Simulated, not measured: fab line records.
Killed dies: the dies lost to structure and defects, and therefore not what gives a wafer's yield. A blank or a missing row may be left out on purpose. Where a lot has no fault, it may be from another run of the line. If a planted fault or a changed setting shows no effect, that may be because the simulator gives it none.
One fault through the eyes of 2 desks || flow berkeley_cmos170 || only its own numbers are on each desk; what lay behind them is given at the end

== THE METROLOGY DESK ==
What the gauges read, lot by lot, whatever tool the lot ran on: means of the sampled wafers that have a number. Any lot whose mean is over 4 standard deviations away from the usual mean is out of limits and marked OUT; that distance is given in the brackets.
Columns: A = NWELL_TW at UCB170_NWELL_TW_MEAS_16, usual 1264; B = GATE_POLY_THK at UCB170_GATE_THK_MEAS_05, usual 215.0 nm; C = CONTACT_PSG_THK at UCB170_CONTACT_THK_MEAS_02, usual 702 nm
{"lot": "L404", "first seen here": "day 2 17:14", "A": 1254, "B": 215.2, "C": 691}
{"lot": "L405", "first seen here": "day 2 20:26", "A": 1262, "B": 216.8, "C": 717}
{"lot": "L406", "first seen here": "day 2 20:40", "A": 1270, "B": 214.8, "C": 714}
{"lot": "L407", "first seen here": "day 3 08:49", "A": 1269, "B": 216.2, "C": 708}
{"lot": "L409", "first seen here": "day 3 15:47", "A": 1269, "B": 209.0, "C": 700}
{"lot": "L415", "first seen here": "day 4 23:32", "A": 1264, "B": 213.8, "C": 704}
{"lot": "L414", "first seen here": "day 4 23:50", "A": 1266, "B": 215.8, "C": 707}
{"lot": "L416", "first seen here": "day 5 07:53", "A": 1263, "B": 218.5, "C": 697}
{"lot": "L417", "first seen here": "day 5 16:56", "A": 1272, "B": 213.4, "C": 692}
{"lot": "L418", "first seen here": "day 5 17:11", "A": 1264, "B": 216.4, "C": 693}
{"lot": "L420", "first seen here": "day 6 14:58", "A": 1271, "B": 215.6, "C": 698}
{"lot": "L421", "first seen here": "day 6 15:06", "A": 1257, "B": 213.3, "C": 700}
{"lot": "L424", "first seen here": "day 7 06:02", "A": 1268, "B": 216.5, "C": 690}
{"lot": "L425", "first seen here": "day 7 06:02", "A": 1263, "B": 214.4, "C": 689}
Result from this desk: across the 14 lots, nothing is out of limits.

== AT THE TOOL OWNER'S DESK: implanter-02 ==
UCB170_NWELL_IMPLANT_14, tool's own readings: per-lot mean of the sampled wafers with a number, covering each lot this tool ran. Any lot whose mean is over 4 standard deviations away from the usual mean is out of limits and marked OUT; that distance is given in the brackets.
Columns: A = beam_energy_keV at UCB170_NWELL_IMPLANT_14, usual 150.00; B = dose_ions_cm2 at UCB170_NWELL_IMPLANT_14, usual 1.0003e+13; C = end_station_pressure_torr at UCB170_NWELL_IMPLANT_14, usual 5.06e-06 Torr; D = faraday_current_uA at UCB170_NWELL_IMPLANT_14, usual 31.7
{"lot": "L406", "first seen here": "day 2 20:25", "A": 149.97, "B": 1.0008e+13, "C": 5.23e-06, "D": 31.8}
{"lot": "L409", "first seen here": "day 3 15:32", "A": 149.94, "B": 1.0010e+13, "C": 5.48e-06, "D": 31.3}
{"lot": "L415", "first seen here": "day 4 23:17", "A": 150.02, "B": "9.7997e+12 (-21) OUT", "C": 4.96e-06, "D": 30.8}
{"lot": "L416", "first seen here": "day 5 07:38", "A": 150.03, "B": "9.8087e+12 (-20) OUT", "C": 5.33e-06, "D": 30.7}
This desk's verdict: out of limits on L415, L416, starting with L415 at day 4 23:17 (dose_ions_cm2 at UCB170_NWELL_IMPLANT_14). L406, L409: within limits.

== BROUGHT TOGETHER ==
The tool owner's desk had the chance to raise an alarm at day 4 23:17 on L415, L416.
Metrology desk: nothing out of limits seen.
The metrology desk holds a record of L415, L416, inside its limits.
Of the lots named, all ran UCB170_NWELL_IMPLANT_14 on implanter-02.

== WHAT THE SIMULATOR PUT IN ==
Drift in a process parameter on implanter-02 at UCB170_NWELL_IMPLANT_14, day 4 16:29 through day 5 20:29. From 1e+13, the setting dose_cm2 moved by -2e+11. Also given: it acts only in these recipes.
Shown lots that were struck: L415, L416.
Delay in hours, fault start to first out-of-limits reading, by desk: the tool owner's desk at 7.
